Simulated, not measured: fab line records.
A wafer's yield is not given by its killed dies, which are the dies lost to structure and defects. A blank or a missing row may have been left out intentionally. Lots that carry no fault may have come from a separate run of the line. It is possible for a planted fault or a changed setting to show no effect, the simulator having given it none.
Which tool was responsible?	flow berkeleyCmos170	39 wafers from 13 lots sampled at 4 of the route's 331 steps

WHAT EACH GAUGE READ, for each wafer
UCB170_NVT_OVL_MEAS_06.
lot	measured	on	NVT_OVL (nm)
L778	day 6 11:55	overlay-01	2 -1 4
L779	day 6 11:58	overlay-02	4 11 -1
L780	day 6 12:05	overlay-01	-3 1 -2
L777	day 6 12:19	overlay-02	7 10 2
L784	day 7 07:22	overlay-02	- - -
L781	day 7 07:40	overlay-02	-6 -1 -3
L783	day 7 07:56	overlay-02	5 2 5
L789	day 8 23:29	overlay-01	7 3 11
L792	day 8 23:44	overlay-01	5 4 4
L795	day 9 17:26	overlay-01	2 6 -3
L794	day 9 17:43	overlay-01	-3 -12 -4
L796	day 10 07:03	overlay-01	-3 0 -2
L797	day 10 13:52	overlay-01	-2 5 4

UCB170_NVT_TW_MEAS_09.
lot	measured	on	NVT_TW
L778	day 6 12:11	filmMetro-01	526.5 525.3 526.2
L779	day 6 12:15	filmMetro-01	524.1 524.1 527.1
L780	day 6 12:22	filmMetro-01	523.1 523.9 522.8
L777	day 6 12:36	filmMetro-01	524.5 524.1 527.4
L784	day 7 07:40	filmMetro-01	30.0 30.0 29.9
L781	day 7 07:57	filmMetro-01	524.9 525.9 527.3
L783	day 7 08:13	filmMetro-03	517.9 520.8 521.7
L789	day 8 23:47	filmMetro-02	524.2 526.8 526.7
L792	day 9 00:01	filmMetro-02	531.3 528.9 527.4
L795	day 9 17:44	filmMetro-01	524.5 527.3 527.4
L794	day 9 18:02	filmMetro-01	526.9 527.6 527.1
L796	day 10 07:20	filmMetro-02	528.7 529.5 530.3
L797	day 10 14:09	filmMetro-03	530.4 529.1 525.1

UCB170_M2_THK_MEAS_03: measures by xrf.
lot	measured	on	M2_AL_THK (nm)
L778	day 9 02:19	filmMetro-01	877 878 888
L779	day 9 01:56	filmMetro-01	883 897 889
L780	day 9 01:19	filmMetro-02	891 898 880
L777	day 9 02:35	filmMetro-04	897 892 888
L784	day 9 06:02	filmMetro-02	885 881 880
L781	day 9 09:19	filmMetro-01	858 843 868
L783	day 9 05:49	filmMetro-04	891 869 868
L789	day 11 00:02	filmMetro-02	879 875 870
L792	day 10 23:20	filmMetro-02	866 886 883
L795	day 11 14:58	filmMetro-02	902 895 891
L794	day 11 14:50	filmMetro-01	875 898 891
L796	day 12 02:05	filmMetro-02	872 870 870
L797	day 12 11:29	filmMetro-02	890 895 883

WHAT TOOL EACH LOT RAN ON (gives the tool, then ch and the chambers of the sampled wafers, and finally the start)
lot	UCB170_NVT_EXPOSE_03
L778	krfScanner-01 ch 0, day 6 11:20
L779	krfScanner-02 ch 0, day 6 11:34
L780	krfScanner-02 ch 0, day 6 11:41
L777	krfScanner-01 ch 0, day 6 11:56
L784	krfScanner-02 ch 0, day 7 06:19
L781	krfScanner-02 ch 0, day 7 06:28
L783	krfScanner-02 ch 0, day 7 06:56
L789	krfScanner-02 ch 0, day 8 23:02
L792	krfScanner-01 ch 0, day 8 23:20
L795	krfScanner-01 ch 0, day 9 16:34
L794	krfScanner-02 ch 0, day 9 17:00
L796	krfScanner-02 ch 0, day 10 06:40
L797	krfScanner-02 ch 0, day 10 12:50
- UCB170_NVT_EXPOSE_03: exposes mask PWELL, target cd 3000 nm.

AS READ BY THE TOOLS THEMSELVES (means over the sampled wafers that have a number; for cases with no such wafer, the mark the record gives instead)
The record holds no such reading with a usual standard deviation.

THE ANSWER, worked out from the rows above alone
Rule: usual is defined by the lots themselves. Put in order of their means at a reading, lots are off if they are a third of the lots or fewer, leave a main group of 4 or more, and stand apart from it by a gap of 3 or more times the standard deviation of the main group's means; of several such gaps the widest counts. A main group whose means are all the same, to the digits that the tables above print for the reading, isn't used. Also off: a lot with no number at a reading for which 4 or more lots have one. The other lots that the step has rows for count as sound. Order of review: gauges by route order, followed by the tools' own readings, for which a lot's mean as printed above is used. The first step at which some lot is off is used, and at that step the reading that is off furthest; a lot without a number counts as furthest.
Off: L784, seen at UCB170_NVT_OVL_MEAS_06 (NVT_OVL). Without a number there: L784. Mean 2 nm and standard deviation 3.9 in the main group.
If a tool, at a process step before that reading, ran all the lots that are off and no sound lot after the first of them, it fits. The gauges at UCB170_NVT_OVL_MEAS_06 aren't tried: what is off there is off at UCB170_NVT_TW_MEAS_09 too, on other tools, and a gauge's error can't cause that. Not one of the candidates tried fits.

WHAT HAD BEEN PUT IN BY THE SIMULATOR
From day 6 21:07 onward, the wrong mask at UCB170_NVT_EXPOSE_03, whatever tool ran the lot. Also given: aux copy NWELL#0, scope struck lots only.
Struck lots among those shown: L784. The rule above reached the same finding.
